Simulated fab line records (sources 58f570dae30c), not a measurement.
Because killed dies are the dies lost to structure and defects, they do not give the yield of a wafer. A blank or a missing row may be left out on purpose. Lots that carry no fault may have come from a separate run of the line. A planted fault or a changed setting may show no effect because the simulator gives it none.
Which tool was responsible? / flow berkeley cmos170 / Sampling: 7 lots, 21 wafers, 2 of 331 route steps

== WHAT EACH GAUGE READ, for each wafer ==
UCB170_PFIELD_OVL_MEAS_06.
lot=L773; measured=day 5 03:50; on=overlay-01; PFIELD_OVL (nm)=2 -2 1
lot=L777; measured=day 6 05:08; on=overlay-01; PFIELD_OVL (nm)=-2 -5 -2
lot=L780; measured=day 6 21:56; on=overlay-02; PFIELD_OVL (nm)=- - -
lot=L784; measured=day 7 06:49; on=overlay-01; PFIELD_OVL (nm)=-6 -5 -13
lot=L791; measured=day 9 10:46; on=overlay-02; PFIELD_OVL (nm)=-10 -2 1
lot=L793; measured=day 9 11:29; on=overlay-02; PFIELD_OVL (nm)=0 10 8
lot=L795; measured=day 9 17:13; on=overlay-02; PFIELD_OVL (nm)=-15 -13 -9

== WHICH TOOL RAN EACH LOT (tool, then ch and the chambers of the sampled wafers, then the start) ==
lot=L773; UCB170_PFIELD_COAT_01=litho track-03 ch 0, day 5 03:09
lot=L777; UCB170_PFIELD_COAT_01=litho track-03 ch 0, day 6 04:08
lot=L780; UCB170_PFIELD_COAT_01=litho track-03, day 6 20:52
lot=L784; UCB170_PFIELD_COAT_01=litho track-02 ch 0, day 7 06:09
lot=L791; UCB170_PFIELD_COAT_01=litho track-01 ch 0, day 9 09:49
lot=L793; UCB170_PFIELD_COAT_01=litho track-03 ch 0, day 9 09:56
lot=L795; UCB170_PFIELD_COAT_01=litho track-01 ch 0, day 9 16:29
- UCB170_PFIELD_COAT_01: resist thk 900 nm.

== THE ANSWER, worked out from the rows above alone ==
Rule: what is usual is taken from the lots themselves. The widest of any qualifying gaps counts: lots, ordered by their means at a reading, are off when they make up no more than a third of the lots, leave a main group of 4 or more, and stand apart from it by 3 or more times the standard deviation of that group's means. The tables above print the reading to a certain number of digits; a main group whose means all agree to those digits is not used. Also off: a lot with no number at a reading for which 4 or more lots have one. Where the step has rows for the other lots, those lots are counted as sound.
Off: L780, at UCB170_PFIELD_OVL_MEAS_06 (PFIELD_OVL). Without a number there: L780. Mean -3 nm and standard deviation 5.8 in the main group.
A tool fits if, at a process step before that reading, it ran every lot that is off, and no sound lot after the first of them. Gauges at UCB170_PFIELD_OVL_MEAS_06: tried the same way as those tools. Not one of the candidates tried fits.

== WHAT HAD BEEN PUT IN BY THE SIMULATOR ==
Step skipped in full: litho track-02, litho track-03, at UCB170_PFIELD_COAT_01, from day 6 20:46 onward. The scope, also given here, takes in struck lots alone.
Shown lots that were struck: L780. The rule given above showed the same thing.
